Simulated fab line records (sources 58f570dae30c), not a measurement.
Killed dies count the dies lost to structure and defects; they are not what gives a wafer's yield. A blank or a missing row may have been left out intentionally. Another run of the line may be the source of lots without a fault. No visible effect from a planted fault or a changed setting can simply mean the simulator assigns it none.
A lot that was struck, set against a sound lot    flow berkeley_cmos170    14 out of 331 route steps
Sound: the wafers L467.1, L467.3, L467.4. The struck wafers were L476.1, L476.4, L476.6. At the end, the cause is stated.
Order at every step that has rows: each side's tool, ch and its chambers, its first start. Under that, the readings that differ: sound wafers    struck wafers    difference of the means    sigmas: that difference in standard deviations of wafers without a fault.
alike: same words and numbers on both sides, and readings whose means sit less than 2 such deviations apart. not compared: any withheld reading, any reading some wafer has no value for, any bound like >300 that may hide the same value, and any number with overlapping values for which the record gives no deviation.
Wherever a step has rows on one side only, a row that says differs or no value, or a row with sigmas, the two part there. Numbers that don't overlap but have no deviation are shown without sigmas and don't part them. Lack of a reading on every wafer of one side parts them only where that side has two or more wafers.

first, 1 step without rows for these wafers: UCB170_GATE_WET_ETCH_00 (etches SiO2 in dHF, time 200 s).
UCB170_FIELD_THK_MEAS_91:
  sound: film_metro-02 at day 6 17:10; struck: film_metro-02 at day 8 14:33
  alike: FIELD_OXIDE_LEFT_2_THK
then, 1 step without rows for these wafers: UCB170_GATE_OXIDATION_01 (target thk 6.6 nm, ox time 1848 s).
UCB170_GATE_THK_MEAS_02:
  sound: film_metro-03 at day 6 23:43; struck: film_metro-04 at day 8 21:54
  alike: GATE_OXIDE_THK
then, 2 steps without rows for these wafers: UCB170_GATE_ANNEAL_03 (time 1800 s); UCB170_GATE_CVD_04 (deposits poly-Si from SiH4, time 1440 s, target thk 214 nm).
UCB170_GATE_THK_MEAS_05:
  sound: film_metro-03 at day 7 08:46; struck: film_metro-03 at day 9 05:14
  alike: GATE_POLY_THK
then, 5 steps without rows for these wafers: UCB170_GATE_COAT_06; UCB170_GATE_COAT_07 (resist thk 900 nm); UCB170_GATE_SOFTBAKE_08 (time 60 s); UCB170_GATE_EXPOSE_09 (exposes mask POLY, target cd 350 nm); UCB170_GATE_PEB_10.
UCB170_GATE_DEVELOP_11: develop time 45 s.
  struck on litho_track-02, day 9 06:00; sound on litho_track-02 ch 0, day 7 10:00
  no value came back on the struck wafers for chill_plate_temp_C (C), develop_time_s (s); on the sound wafers chill_plate_temp_C (C) reads 23.08 23.07 23.08
reading                                sound              struck             difference  sigmas
model.KrF_of_GATE_COAT_07.thk_nm (nm)  889.8 886.9 886.6  901.4 900.8 898.4  +12.4       
UCB170_GATE_CD_MEAS_12: target cd 350 nm.
  sound: cd_sem-01 at day 7 10:15; struck: cd_sem-01 at day 9 06:08
reading     sound              struck  difference                     sigmas
cd_nm (nm)  349.4 349.2 350.3  - - -   no value on the struck wafers  

WHERE THEY PART
Last at UCB170_GATE_CD_MEAS_12 as far as this record goes, first at UCB170_GATE_DEVELOP_11.

WHY: the cause the simulator had injected
Skipped step whole: litho_track-02, from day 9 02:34 on, at UCB170_GATE_DEVELOP_11. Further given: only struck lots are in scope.
